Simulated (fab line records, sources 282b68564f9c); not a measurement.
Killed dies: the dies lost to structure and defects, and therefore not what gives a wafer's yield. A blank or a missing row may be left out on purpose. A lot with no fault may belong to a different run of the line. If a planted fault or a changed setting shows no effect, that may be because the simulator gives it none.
Chamber matching || flow ritCmos || RIT_ACTIVE_ETCH_13 on rieDiel-02 has 4 sister chambers
The step etches Si3N4 in SF6, stops on SiO2, time 210 s, target depth 210 nm. 14 wafers are shown with their chamber, then 7 later ones without.

## WAFERS, EACH WITH ITS CHAMBER
{"wafer": "L522.1", "chamber": 2, "throttleValvePct (%)": 7.33, "oesProductAu (a.u.)": 0.808, "rfFwdPowerW (W)": 124.1}
{"wafer": "L522.3", "chamber": 3, "throttleValvePct (%)": 7.66, "oesProductAu (a.u.)": 0.821, "rfFwdPowerW (W)": 124.6}
{"wafer": "L522.4", "chamber": 1, "throttleValvePct (%)": 7.30, "oesProductAu (a.u.)": 0.821, "rfFwdPowerW (W)": 124.6}
{"wafer": "L528.1", "chamber": 3, "throttleValvePct (%)": 7.66, "oesProductAu (a.u.)": 0.819, "rfFwdPowerW (W)": 124.5}
{"wafer": "L528.2", "chamber": 0, "throttleValvePct (%)": 7.44, "oesProductAu (a.u.)": 0.835, "rfFwdPowerW (W)": 124.7}
{"wafer": "L528.3", "chamber": 1, "throttleValvePct (%)": 7.28, "oesProductAu (a.u.)": 0.825, "rfFwdPowerW (W)": 124.4}
{"wafer": "L534.2", "chamber": 1, "throttleValvePct (%)": 7.30, "oesProductAu (a.u.)": 0.824, "rfFwdPowerW (W)": 124.1}
{"wafer": "L534.3", "chamber": 2, "throttleValvePct (%)": 7.33, "oesProductAu (a.u.)": 0.825, "rfFwdPowerW (W)": 124.8}
{"wafer": "L534.5", "chamber": 3, "throttleValvePct (%)": 7.66, "oesProductAu (a.u.)": 0.828, "rfFwdPowerW (W)": 124.3}
{"wafer": "L538.2", "chamber": 2, "throttleValvePct (%)": 7.33, "oesProductAu (a.u.)": 0.808, "rfFwdPowerW (W)": 124.4}
{"wafer": "L538.3", "chamber": 3, "throttleValvePct (%)": 7.68, "oesProductAu (a.u.)": 0.836, "rfFwdPowerW (W)": 123.4}
{"wafer": "L538.6", "chamber": 1, "throttleValvePct (%)": 7.29, "oesProductAu (a.u.)": 0.820, "rfFwdPowerW (W)": 124.6}
{"wafer": "L540.2", "chamber": 3, "throttleValvePct (%)": 7.65, "oesProductAu (a.u.)": 0.829, "rfFwdPowerW (W)": 124.0}
{"wafer": "L540.5", "chamber": 3, "throttleValvePct (%)": 7.63, "oesProductAu (a.u.)": 0.823, "rfFwdPowerW (W)": 123.9}

SIGNATURES (means of the wafers above)
{"reading": "throttleValvePct", "chamber 0": 7.4400, "chamber 1": 7.2925, "chamber 2": 7.3300, "chamber 3": 7.6567, "scatter within a chamber": 0.0127}
{"reading": "oesProductAu", "chamber 0": 0.83500, "chamber 1": 0.82250, "chamber 2": 0.81367, "chamber 3": 0.82600, "scatter within a chamber": 0.00637}
{"reading": "rfFwdPowerW", "chamber 0": 124.700, "chamber 1": 124.425, "chamber 2": 124.433, "chamber 3": 124.117, "scatter within a chamber": 0.374}
Rule: for a wafer and a chamber, the distance is found by dividing, reading by reading, the gap between the wafer's reading and the chamber's mean by the reading's scatter, squaring, summing and taking the root. The wafer belongs to the nearest chamber; if the next one is less than 2 further off, it can't be placed. The scatter: the root of (the sum of the squares of (reading less its chamber's mean) over the shown wafers, divided by (wafers less chambers)).

## WAFERS WITHOUT THEIR CHAMBER
{"wafer": "L540.6", "throttleValvePct (%)": 7.34, "oesProductAu (a.u.)": 0.818, "rfFwdPowerW (W)": 125.1}
{"wafer": "L543.2", "throttleValvePct (%)": 7.46, "oesProductAu (a.u.)": 0.839, "rfFwdPowerW (W)": 124.6}
{"wafer": "L543.3", "throttleValvePct (%)": 7.64, "oesProductAu (a.u.)": 0.836, "rfFwdPowerW (W)": 124.2}
{"wafer": "L543.5", "throttleValvePct (%)": 7.33, "oesProductAu (a.u.)": 0.816, "rfFwdPowerW (W)": 124.2}
{"wafer": "L544.2", "throttleValvePct (%)": 7.45, "oesProductAu (a.u.)": 0.832, "rfFwdPowerW (W)": 124.3}
{"wafer": "L544.3", "throttleValvePct (%)": 7.29, "oesProductAu (a.u.)": 0.813, "rfFwdPowerW (W)": 124.8}
{"wafer": "L544.5", "throttleValvePct (%)": 7.65, "oesProductAu (a.u.)": 0.830, "rfFwdPowerW (W)": 124.4}

## EACH ONE'S CHAMBER
{"wafer": "L540.6", "from the rows above": 2, "in truth": 2}
{"wafer": "L543.2", "from the rows above": 0, "in truth": 0}
{"wafer": "L543.3", "from the rows above": 3, "in truth": 3}
{"wafer": "L543.5", "from the rows above": 2, "in truth": 2}
{"wafer": "L544.2", "from the rows above": 0, "in truth": 0}
{"wafer": "L544.3", "from the rows above": "can't be placed: 1 or 2", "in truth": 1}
{"wafer": "L544.5", "from the rows above": 3, "in truth": 3}
Correctly placed: 6 of 7. Unplaceable from these rows: 1, with the true chamber sitting among the candidates in 1. Wrongly placed: 0.
